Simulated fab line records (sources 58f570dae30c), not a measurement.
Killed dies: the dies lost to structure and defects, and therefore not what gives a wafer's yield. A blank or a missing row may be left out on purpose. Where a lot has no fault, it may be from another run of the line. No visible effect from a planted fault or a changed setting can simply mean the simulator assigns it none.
Problem report in the 8D (eight disciplines) form, filled by code :: flow berkeley_cmos170 :: the parts of the form that need people (team, actions taken, sign-off) are left out

== 1. THE PROBLEM ==
Mean of cd_nm at UCB170_NSD_CD_MEAS_06: 1224.5 nm across 6 wafers in 2 lots; on wafers with no fault it is 1200.1 nm (standard deviation 1.4). Measured from the usual mean, that is +17 standard deviations.
The step: target cd 1200 nm.
The first sign was on wafer L498.2 at day 10 11:17, on cd_sem-02. The record has a number at this step for 42 wafers belonging to 14 lots. By rule, "out" or "out of limits" means more than 4 standard deviations away from the usual mean. All remaining wafers that have a number are taken as sound.

== 2. WHAT IT IS, AND WHAT IT ISN'T ==
question: which readings at this step
is: cd_nm
is not: -

question: which lots
is: L498, L499
is not: L486, L487, L488, L490, L491, L493, L495, L497, L501, L505, L507, L508

question: which wafers of those lots
is: all that have a number
is not: -

question: read on which gauges
is: cd_sem-01, cd_sem-02
is not: -

question: when
is: from day 10 11:17
is not: up to then (21 sound wafers); but 15 sound wafers of L497, L501, L505, L507, L508 came after

== 3. THE SUSPECTS, EACH WITH WHAT RULES IT OUT ==
Counting: a tool at any process step up to the reading remains a suspect when it ran all the lots that are out and ran no sound lot after the first of those.
- the gauge at UCB170_NSD_CD_MEAS_06 has been ruled out. Those wafers that are out were read across 2 gauges (cd_sem-01, cd_sem-02).
- plasma_asher-04 at UCB170_NLDD_STRIP_10 (strips in O2): ruled out as a lasting fault. Following L498 (day 10 00:05), the first lot on it that is out, the sound lots L501 were run on it.
- litho_track-01 at UCB170_NSD_PEB_04: kept. It ran every lot that is out, first L498 (day 10 11:01), and no sound lot after that; its last sound lot up to then is L493 (day 9 07:26). Its own heater_power_total_W, plate_temp_C readings are out on those wafers.
Left after counting: litho_track-01 at UCB170_NSD_PEB_04.

== 4. THE CAUSE (what the simulator had put in) ==
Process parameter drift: litho_track-01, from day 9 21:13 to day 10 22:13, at UCB170_NSD_PEB_04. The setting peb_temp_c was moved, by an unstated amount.
This tool alone remained once counting was done.

== 5. THE EFFECT CHAIN, in route order ==
One row per reading whose mean, taken over the struck wafers that have a number, lies over 3 standard deviations from the usual. Only readings whose record carries a usual standard deviation are examined. hours: median over the lots of the time between each lot's start at the first step of this table that gives one and its start at this step. sigmas: the change, counted in usual standard deviations.
hours: 0
step: UCB170_NSD_PEB_04
reading: heater_power_total_W
usual: 56.80 W
on struck wafers: 59.79
change: +2.99
sigmas: +62

hours: 0
step: UCB170_NSD_PEB_04
reading: plate_temp_C
usual: 129.97 C
on struck wafers: 135.15
change: +5.18
sigmas: +37

hours: 0
step: UCB170_NSD_CD_MEAS_06
reading: cd_nm
usual: 1200.1 nm
on struck wafers: 1224.5
change: +24.4
sigmas: +17
Process steps it contains:
- UCB170_NSD_PEB_04

== 6. WHAT WOULD HAVE CAUGHT IT SOONER ==
In this record the first reading out of limits at a measuring or inspecting step was taken at day 10 11:17, 14 hours after the fault began at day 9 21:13.
At UCB170_NSD_PEB_04, the tool's own readings (heater_power_total_W, plate_temp_C) were out on each struck wafer the step has a row for, so an alarm limit on them would have fired on the first such wafer.
L499, from the lots that are out (2), started UCB170_NSD_PEB_04 on litho_track-01 later than day 10 11:17. It would have been spared by a hold on the tool at that moment.
